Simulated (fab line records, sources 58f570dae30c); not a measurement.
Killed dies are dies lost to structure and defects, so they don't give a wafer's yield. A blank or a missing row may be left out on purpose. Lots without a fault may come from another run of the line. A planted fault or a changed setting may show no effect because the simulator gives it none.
fab line records | flow berkeley_cmos170
record lots=6 wafers=18 last_day=12
route steps=331 shown M2@273
lots that met no fault: from a run of the same line without faults
start_h: hours from the record's first day to the start of the lot's first wafer shown | wait_h: hours since the lot's step before | " the same as in the row above | L1.1+2: a row that stands for several wafers | - no value, or no start given | * or withheld: withheld | < > ~ a bound
route shown NAME@n: a module of which the file shows steps, and the number in the route of the first | usual: mean/standard deviation of fault-free wafers | same: alike in all rows | chamber/n: place in a boat | sites: the reading at each site | _std_site: their standard deviation | _edge_site: outer sites' mean less inner sites' | radius_mm: how far each site lies from the wafer's centre | mask NAME#n: copy n | behind: the tool/chamber that last shaped the wafer | hold: why the lot was held/for how many hours/how that ended | device: the transistor (n, p or np) that didn't switch | end of line: the same wafers' tests at the end of the route | a step without rows: its recipe alone | killed: dies lost to structure and defects at the first sort, not the wafer's yield | map: a wafer's dies, x killed, . not, _ none there
set.NAME: the setting as run; set.NAME@STEP: as run at that earlier step | model.NAME: the simulator's own value behind a step, which no gauge read
lots at some steps of the route; a table a step, a row a wafer
services: from which hour (start_h, from the record's first day; less than 0 if before it) a tool's chamber was out of use, for how many hours, and why
## steps
# step UCB170_M2_RS_MEAS_02
# recipe thk_meas_gauge=four-point-probe reads=Al_of_M2_SPUTTER_01
# usual M2_AL_RS=0.03221/0.00029
# columns lot.wafer tool chamber start_h wait_h M2_AL_RS[ohm/sq]
L311.1 film_metro-02 - 192.27 0.0 0.03282
L311.2 " - " " 0.03194
L311.6 " - " " 0.03231
L317.1 film_metro-03 - 209.98 0.0 0.03186
L317.3 " - " " 0.03195
L317.5 " - " " 0.03197
L320.2 film_metro-02 - 230.45 0.1 0.03204
L320.4 " - " " 0.03232
L320.6 " - " " 0.03235
L319.1 film_metro-01 - 230.51 0.0 0.03197
L319.2 " - " " 0.03189
L319.3 " - " " 0.03217
L330.1 film_metro-03 - 282.69 0.0 0.03193
L330.2 " - " " 0.03179
L330.5 " - " " 0.03238
L331.3 film_metro-03 - 283.16 0.1 0.03262
L331.4 " - " " 0.03216
L331.5 " - " " 0.03256
# step UCB170_M2_THK_MEAS_03
# recipe thk_meas_gauge=xrf reads=Al_of_M2_SPUTTER_01
# usual M2_AL_THK=884/10
# columns lot.wafer tool chamber start_h wait_h M2_AL_THK[nm]
L311.1 film_metro-02 - 192.39 0.1 876
L311.2 " - " " 896
L311.6 " - " " 883
L317.1 film_metro-03 - 210.10 0.1 900
L317.3 " - " " 900
L317.5 " - " " 892
L320.2 film_metro-02 - 230.56 0.1 903
L320.4 " - " " 891
L320.6 " - " " 894
L319.1 film_metro-01 - 230.63 0.1 885
L319.2 " - " " 889
L319.3 " - " " 882
L330.1 film_metro-03 - 282.81 0.1 892
L330.2 " - " " 893
L330.5 " - " " 873
L331.3 film_metro-03 - 283.26 0.1 867
L331.4 " - " " 883
L331.5 " - " " 876
# step UCB170_M2_HMDS_04
# recipe prime_time_s=60 prime_temp_c=100
# step UCB170_M2_COAT_05
# recipe resist=KrF spin_rpm=1500 resist_thk_nm=900
# step UCB170_M2_SOFTBAKE_06
# recipe resist=KrF temp_c=130 time_s=60
# step UCB170_M2_STRIP_07
# recipe chemistry=O2 power_w=400 pressure_mtorr=3500 platen_temp_c=withheld o2_flow_sccm=400 overash_fraction=0.5
# usual chamber_pressure_mTorr=3500/3.4 drypump_motor_current_A=6.0/0.39 oes_product_au=0.735/0.0044 strip_time_to_endpoint_s=21.94/0.066
# columns lot.wafer tool chamber start_h wait_h chamber_pressure_mTorr drypump_motor_current_A oes_product_au rf_hours_counter_h strip_time_to_endpoint_s
L311.1 plasma_asher-03 0 193.36 0.1 3502 5.9 0.737 8 21.89
L311.2 " 1 " " 3502 6.0 0.730 8 21.79
L311.6 " 1 " " 3502 6.1 0.739 - 21.85
L317.1 plasma_asher-03 0 210.61 0.1 3504 5.9 0.730 11 21.91
L317.3 " 0 " " 3493 5.9 0.737 - 21.95
L317.5 " 1 " " 3495 6.1 0.731 - 21.88
L320.2 plasma_asher-04 1 231.06 0.1 3499 5.2 0.734 53 22.03
L320.4 " 0 " " 3498 6.0 0.741 - 22.06
L320.6 " 0 " " 3504 6.0 0.729 - 22.01
L319.1 plasma_asher-03 1 231.18 0.1 3497 6.1 0.730 13 21.86
L319.2 " 0 " " 3509 5.8 0.743 13 21.90
L319.3 " 1 " " 3500 6.1 0.735 - 21.86
L330.1 plasma_asher-01 1 283.89 0.1 3494 6.3 0.738 50 22.02
L330.2 " 0 " " 3498 6.5 0.737 50 22.01
L330.5 " 1 " " 3502 6.3 0.740 - 21.93
L331.3 plasma_asher-01 0 284.32 0.1 3501 6.5 0.732 - 21.98
L331.4 " 1 " " 3498 6.3 0.731 - 21.89
L331.5 " 1 " " 3501 6.3 0.735 - 21.95
# step UCB170_M2_STRIP_08
# recipe chemistry=DMSO temp_c=80 time_s=600 material=KrF
# step UCB170_M2_COAT_09
# recipe resist=BARC temp_c=withheld time_s=withheld spin_rpm=3000 resist_thk_nm=withheld
# step UCB170_M2_COAT_10
# recipe resist=KrF spin_rpm=1500 resist_thk_nm=900
# step UCB170_M2_SOFTBAKE_11
# recipe resist=KrF temp_c=130 time_s=60
# step UCB170_M2_EXPOSE_12
# recipe mask_id=METAL2 target_cd_nm=700 na=0.5 sigma_outer=0.6 source_shape=conventional dose_mj=26
# step UCB170_M2_PEB_13
# recipe peb_temp_c=130 peb_time_s=withheld resist=KrF
# step UCB170_M2_DEVELOP_14
# recipe developer=TMAH develop_time_s=45 resist=KrF dev_temp_c=21
# usual chill_plate_temp_C=23.00/0.094 develop_time_s=45/0
# columns lot.wafer tool chamber start_h wait_h chill_plate_temp_C develop_time_s model.KrF_of_M2_COAT_10.thk_nm
L311.1 litho_track-03 0 197 - 23.04 45 891.5
L311.2 " 0 " " 23.19 45 889
L311.6 " 0 " " 23.21 45 892.3
L317.1 litho_track-04 0 211 - 23.04 45 887
L317.3 " 0 " " 23.04 45 888.3
L317.5 " 0 " " 22.78 45 886.7
L320.2 litho_track-04 - 232 - - - 898.4
L320.4 " - " " - - 897.2
L320.6 " - " " - - 897.1
L319.1 litho_track-04 - 232 - - - 896.7
L319.2 " - " " - - 900.7
L319.3 " - " " - - 898.1
L330.1 litho_track-03 0 285 - 22.92 45 884.4
L330.2 " 0 " " 22.86 45 882.4
L330.5 " 0 " " 23.00 45 881.7
L331.3 litho_track-01 0 286 - 23.04 45 885.7
L331.4 " 0 " " 23.12 45 881.6
L331.5 " 0 " " 22.97 45 883.5
# step UCB170_M2_CD_MEAS_15
# recipe target_cd_nm=700
# usual cd_nm=699.6/1.3
# columns lot.wafer tool chamber start_h wait_h cd_nm
L311.1 cd_sem-01 - 197.26 - 698.4
L311.2 " - " " 699.1
L311.6 " - " " 699.1
L317.1 cd_sem-02 - 211.85 - 698.7
L317.3 " - " " 700.2
L317.5 " - " " 699.7
L320.2 cd_sem-02 - 232.34 - -
L320.4 " - " " -
L320.6 " - " " -
L319.1 cd_sem-01 - 232.67 - -
L319.2 " - " " -
L319.3 " - " " -
L330.1 cd_sem-01 - 285.94 - 698.0
L330.2 " - " " 699.2
L330.5 " - " " 697.9
L331.3 cd_sem-02 - 286.50 - 699.0
L331.4 " - " " 698.1
L331.5 " - " " 698.2
## services
# columns tool chamber start_h hours kind
plasma_asher-01 - 191.28 8.9 repair
plasma_asher-01 - 229.33 0.5 repair
## key
first_sign step=UCB170_M2_DEVELOP_14 reading=tool_record direction=missing
effect none on later readings
model_effect step=UCB170_M2_DEVELOP_14 value=KrF_of_M2_COAT_10.thk_nm without=883.8 struck=898
met_at UCB170_M2_DEVELOP_14
struck_wafers L319.1,L319.2,L319.3,L320.2,L320.4,L320.6
later_rows_left_out L319.1,L319.2,L319.3,L320.2,L320.4,L320.6
sort_left_out L319.1,L319.2,L319.3,L320.2,L320.4,L320.6
onset_between 211 232
fault kind=skipped_step_whole tool=litho_track-04 chamber=- onset_h=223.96 steps=UCB170_M2_DEVELOP_14 scope=struck_lots_only
# sort_left_out: the simulated sort isn't trusted on such a fault, so these wafers' sort isn't shown, and their yield isn't known
# later_rows_left_out: the simulator's readings of these wafers behind a module that went badly wrong aren't trusted and aren't shown, but for the sort
